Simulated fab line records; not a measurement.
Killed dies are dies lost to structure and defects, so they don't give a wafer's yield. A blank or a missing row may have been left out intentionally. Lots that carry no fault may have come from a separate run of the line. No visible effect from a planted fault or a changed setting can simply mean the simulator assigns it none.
The tool behind it: which one?	flow rit-cmos	7 lots with 21 wafers sampled at 2 steps, on a route of 202 steps

== WHAT THE GAUGES SHOWED, per wafer ==
RIT_ACTIVE_THK_MEAS_02.
lot	measured	on	ACTIVE_OXIDE_THK (nm)
L273	day 1 17:03	film-metro-02	49.1 48.6 48.5
L275	day 2 03:28	film-metro-01	47.4 47.5 47.7
L279	day 2 23:03	film-metro-01	49.1 50.1 49.5
L282	day 3 14:04	film-metro-03	47.6 48.5 47.5
L284	day 4 00:04	film-metro-01	47.6 47.4 47.4
L289	day 5 01:04	film-metro-02	55.0 54.6 55.0
L292	day 5 16:03	film-metro-01	47.7 47.5 46.9

== EACH LOT AND THE TOOL THAT RAN IT (in order: tool; ch and the chambers of the sampled wafers; start) ==
lot	RIT_ACTIVE_OXIDATION_01
L273	furnace-02 ch 0, day 1 15:07
L275	furnace-01 ch 0, day 2 01:31
L279	furnace-01 ch 0, day 2 21:07
L282	furnace-02 ch 0, day 3 12:07
L284	furnace-02 ch 0, day 3 22:07
L289	furnace-02 ch 0, day 4 23:07
L292	furnace-01 ch 0, day 5 14:07
- RIT_ACTIVE_OXIDATION_01: target thk 46.8 nm, ox time 3513 s.

== THE ANSWER, worked out from the rows above alone ==
Rule: usual is defined by the lots themselves. Put in order of their means at a reading, lots are off if they are a third of the lots or fewer, leave a main group of 4 or more, and stand apart from it by a gap of 3 or more times the standard deviation of the main group's means; of several such gaps the widest counts. A main group whose means are all the same, to the digits that the tables above print for the reading, isn't used. A lot without any number at a reading at which 4 lots or more have one is off too. Any other lot the step has rows for is counted as sound.
Off: L289, at RIT_ACTIVE_THK_MEAS_02 (ACTIVE_OXIDE_THK). Mean 48.1 nm and standard deviation 0.8 in the main group.
If a tool, at a process step before that reading, ran all the lots that are off and no sound lot after the first of them, it fits. Those tools and the gauges at RIT_ACTIVE_THK_MEAS_02 are tried in the same way. Undecided on this evidence; 2 tools fit (furnace-02 at RIT_ACTIVE_OXIDATION_01, film-metro-02 at RIT_ACTIVE_THK_MEAS_02).

== WHAT HAD BEEN PUT IN BY THE SIMULATOR ==
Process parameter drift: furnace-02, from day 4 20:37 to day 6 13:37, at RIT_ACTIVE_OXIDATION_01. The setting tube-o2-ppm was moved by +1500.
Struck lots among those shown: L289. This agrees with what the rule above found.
